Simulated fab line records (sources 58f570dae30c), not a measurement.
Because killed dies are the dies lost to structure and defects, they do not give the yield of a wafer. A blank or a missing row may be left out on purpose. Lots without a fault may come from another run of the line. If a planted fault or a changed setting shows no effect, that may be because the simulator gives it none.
What tool caused it? || flow berkeley-cmos170 || 15 lots, 45 wafers sampled, at 3 steps of a route of 331

== WHAT THE GAUGES READ, wafer by wafer ==
UCB170_ACTIVE_OVL_MEAS_14. Usual: ACTIVE_OVL gives -1 nm (standard deviation 5.9).
{"lot": "L457", "measured": "day 5 00:55", "on": "overlay-01", "ACTIVE_OVL (nm)": "1 5 -2", "flag": ""}
{"lot": "L456", "measured": "day 5 01:32", "on": "overlay-02", "ACTIVE_OVL (nm)": "9 -1 3", "flag": ""}
{"lot": "L461", "measured": "day 5 21:47", "on": "overlay-02", "ACTIVE_OVL (nm)": "-8 -4 -7", "flag": ""}
{"lot": "L462", "measured": "day 6 04:26", "on": "overlay-01", "ACTIVE_OVL (nm)": "8 1 -4", "flag": ""}
{"lot": "L469", "measured": "day 7 15:20", "on": "overlay-01", "ACTIVE_OVL (nm)": "2 -1 4", "flag": ""}
{"lot": "L470", "measured": "day 7 23:04", "on": "overlay-01", "ACTIVE_OVL (nm)": "4 3 -1", "flag": ""}
{"lot": "L471", "measured": "day 7 23:14", "on": "overlay-01", "ACTIVE_OVL (nm)": "-1 -3 2", "flag": ""}
{"lot": "L472", "measured": "day 8 09:34", "on": "overlay-02", "ACTIVE_OVL (nm)": "6 0 4", "flag": ""}
{"lot": "L473", "measured": "day 8 09:52", "on": "overlay-02", "ACTIVE_OVL (nm)": "6 -2 7", "flag": ""}
{"lot": "L474", "measured": "day 8 22:52", "on": "overlay-01", "ACTIVE_OVL (nm)": "2 4 5", "flag": ""}
{"lot": "L475", "measured": "day 8 23:05", "on": "overlay-01", "ACTIVE_OVL (nm)": "-8 -3 -9", "flag": ""}
{"lot": "L476", "measured": "day 9 06:45", "on": "overlay-01", "ACTIVE_OVL (nm)": "-12 -14 -3", "flag": ""}
{"lot": "L477", "measured": "day 9 06:53", "on": "overlay-02", "ACTIVE_OVL (nm)": "2 5 -2", "flag": ""}
{"lot": "L478", "measured": "day 9 17:57", "on": "overlay-02", "ACTIVE_OVL (nm)": "0 -9 -7", "flag": ""}
{"lot": "L479", "measured": "day 9 18:11", "on": "overlay-02", "ACTIVE_OVL (nm)": "-1 3 -10", "flag": ""}

UCB170_PLDD_CD_MEAS_06: target cd 1200 nm. Usual: 1199.7 nm for cd-nm, sd 1.4.
{"lot": "L457", "measured": "day 7 05:14", "on": "cd-sem-01", "cd-nm (nm)": "1199.4 1199.7 1198.2", "flag": ""}
{"lot": "L456", "measured": "day 7 05:20", "on": "cd-sem-02", "cd-nm (nm)": "1198.7 1198.5 1198.8", "flag": ""}
{"lot": "L461", "measured": "day 8 06:28", "on": "cd-sem-02", "cd-nm (nm)": "1197.9 1198.8 1198.6", "flag": ""}
{"lot": "L462", "measured": "day 8 20:26", "on": "cd-sem-01", "cd-nm (nm)": "1199.5 1200.6 1198.9", "flag": ""}
{"lot": "L469", "measured": "day 10 07:07", "on": "cd-sem-02", "cd-nm (nm)": "1199.4 1200.1 1200.2", "flag": ""}
{"lot": "L470", "measured": "day 10 08:26", "on": "cd-sem-01", "cd-nm (nm)": "1200.5 1201.0 1200.0", "flag": ""}
{"lot": "L471", "measured": "day 10 07:52", "on": "cd-sem-02", "cd-nm (nm)": "1198.5 1198.7 1197.7", "flag": ""}
{"lot": "L472", "measured": "day 11 07:29", "on": "cd-sem-01", "cd-nm (nm)": "1199.6 1199.3 1201.3", "flag": ""}
{"lot": "L473", "measured": "day 11 07:51", "on": "cd-sem-01", "cd-nm (nm)": "1201.4 1201.9 1203.5", "flag": ""}
{"lot": "L474", "measured": "day 11 10:29", "on": "cd-sem-02", "cd-nm (nm)": "1199.6 1200.5 1200.6", "flag": ""}
{"lot": "L475", "measured": "day 11 10:50", "on": "cd-sem-01", "cd-nm (nm)": "1197.9 1197.5 1197.4", "flag": ""}
{"lot": "L476", "measured": "day 11 15:26", "on": "cd-sem-02", "cd-nm (nm)": "1199.3 1201.0 1200.6", "flag": ""}
{"lot": "L477", "measured": "day 11 15:39", "on": "cd-sem-01", "cd-nm (nm)": "1196.6 1198.4 1196.9", "flag": ""}
{"lot": "L478", "measured": "day 12 00:32", "on": "cd-sem-01", "cd-nm (nm)": "1200.6 1202.5 1202.0", "flag": ""}
{"lot": "L479", "measured": "day 12 00:20", "on": "cd-sem-02", "cd-nm (nm)": "1200.6 1200.9 1200.4", "flag": ""}

== WHAT TOOL EACH LOT RAN ON (gives the tool, then ch and the chambers of the sampled wafers, and finally the start) ==
{"lot": "L457", "UCB170_NWELL_WET_ETCH_19": "wet-bench-03 ch 2, day 2 16:36"}
{"lot": "L456", "UCB170_NWELL_WET_ETCH_19": "wet-bench-03 ch 3, day 2 16:37"}
{"lot": "L461", "UCB170_NWELL_WET_ETCH_19": "wet-bench-02 ch 3, day 3 20:26"}
{"lot": "L462", "UCB170_NWELL_WET_ETCH_19": "wet-bench-01 ch 2, day 4 03:49"}
{"lot": "L469", "UCB170_NWELL_WET_ETCH_19": "wet-bench-01 ch 2, day 5 13:34"}
{"lot": "L470", "UCB170_NWELL_WET_ETCH_19": "wet-bench-01 ch 3, day 5 22:13"}
{"lot": "L471", "UCB170_NWELL_WET_ETCH_19": "wet-bench-01 ch 3, day 5 22:13"}
{"lot": "L472", "UCB170_NWELL_WET_ETCH_19": "wet-bench-02 ch 3, day 6 07:20"}
{"lot": "L473", "UCB170_NWELL_WET_ETCH_19": "wet-bench-02 ch 1, day 6 07:20"}
{"lot": "L474", "UCB170_NWELL_WET_ETCH_19": "wet-bench-03 ch 1, day 6 19:20"}
{"lot": "L475", "UCB170_NWELL_WET_ETCH_19": "wet-bench-03 ch 0, day 6 19:20"}
{"lot": "L476", "UCB170_NWELL_WET_ETCH_19": "wet-bench-01 ch 1, day 7 01:50"}
{"lot": "L477", "UCB170_NWELL_WET_ETCH_19": "wet-bench-03 ch 1, day 7 05:18"}
{"lot": "L478", "UCB170_NWELL_WET_ETCH_19": "wet-bench-01 ch 0, day 7 09:02"}
{"lot": "L479", "UCB170_NWELL_WET_ETCH_19": "wet-bench-01 ch 2, day 7 09:26"}
- UCB170_NWELL_WET_ETCH_19: etches SiO2 in BOE, time 22 s.

== WHAT THE TOOLS THEMSELVES READ (means of the sampled wafers that have a number; where no wafer has one, the mark that the record gives instead) ==
UCB170_NWELL_WET_ETCH_19. Usual: bath-heat-duty-pct 6.4 %, standard deviation 0.77; run-length-s 49.8 s, standard deviation 2.1.
{"lot": "L457", "tool": "wet-bench-03", "bath-heat-duty-pct (%)": 6.4, "run-length-s (s)": 49.5, "flag": ""}
{"lot": "L456", "tool": "wet-bench-03", "bath-heat-duty-pct (%)": 5.3, "run-length-s (s)": 49.0, "flag": ""}
{"lot": "L461", "tool": "wet-bench-02", "bath-heat-duty-pct (%)": 7.3, "run-length-s (s)": 49.0, "flag": ""}
{"lot": "L462", "tool": "wet-bench-01", "bath-heat-duty-pct (%)": 5.6, "run-length-s (s)": 54.0, "flag": ""}
{"lot": "L469", "tool": "wet-bench-01", "bath-heat-duty-pct (%)": "-", "run-length-s (s)": "-", "flag": "OFF"}
{"lot": "L470", "tool": "wet-bench-01", "bath-heat-duty-pct (%)": "-", "run-length-s (s)": "-", "flag": "OFF"}
{"lot": "L471", "tool": "wet-bench-01", "bath-heat-duty-pct (%)": "-", "run-length-s (s)": "-", "flag": "OFF"}
{"lot": "L472", "tool": "wet-bench-02", "bath-heat-duty-pct (%)": 6.5, "run-length-s (s)": 50.4, "flag": ""}
{"lot": "L473", "tool": "wet-bench-02", "bath-heat-duty-pct (%)": 6.0, "run-length-s (s)": 48.0, "flag": ""}
{"lot": "L474", "tool": "wet-bench-03", "bath-heat-duty-pct (%)": 7.6, "run-length-s (s)": 48.4, "flag": ""}
{"lot": "L475", "tool": "wet-bench-03", "bath-heat-duty-pct (%)": 6.3, "run-length-s (s)": 49.0, "flag": ""}
{"lot": "L476", "tool": "wet-bench-01", "bath-heat-duty-pct (%)": 6.4, "run-length-s (s)": 49.4, "flag": ""}
{"lot": "L477", "tool": "wet-bench-03", "bath-heat-duty-pct (%)": 7.2, "run-length-s (s)": 47.8, "flag": ""}
{"lot": "L478", "tool": "wet-bench-01", "bath-heat-duty-pct (%)": 6.1, "run-length-s (s)": 49.5, "flag": ""}
{"lot": "L479", "tool": "wet-bench-01", "bath-heat-duty-pct (%)": 6.2, "run-length-s (s)": 49.1, "flag": ""}

== THE ANSWER, worked out from the rows above alone ==
Rule: a lot is off if the mean of its wafers that have a number lies more than 3 standard deviations from the usual mean. Also off: a lot with no number at a reading for which 4 or more lots have one. Any other lot the step has rows for is counted as sound. First the gauges in route order, then the tools' own readings, where a lot's mean is used as printed above. The first step at which some lot is off is used, and at that step the reading that is off furthest; a lot without a number counts as furthest.
Off at UCB170_NWELL_WET_ETCH_19 (bath-heat-duty-pct): L469, L470, L471. Without a number there: L469, L470, L471.
If a tool, at that step or one of the process steps before it, ran each lot that is off and ran no sound lot following the first of them, it fits. No candidate that was tried fits.

== WHAT HAD BEEN PUT IN BY THE SIMULATOR ==
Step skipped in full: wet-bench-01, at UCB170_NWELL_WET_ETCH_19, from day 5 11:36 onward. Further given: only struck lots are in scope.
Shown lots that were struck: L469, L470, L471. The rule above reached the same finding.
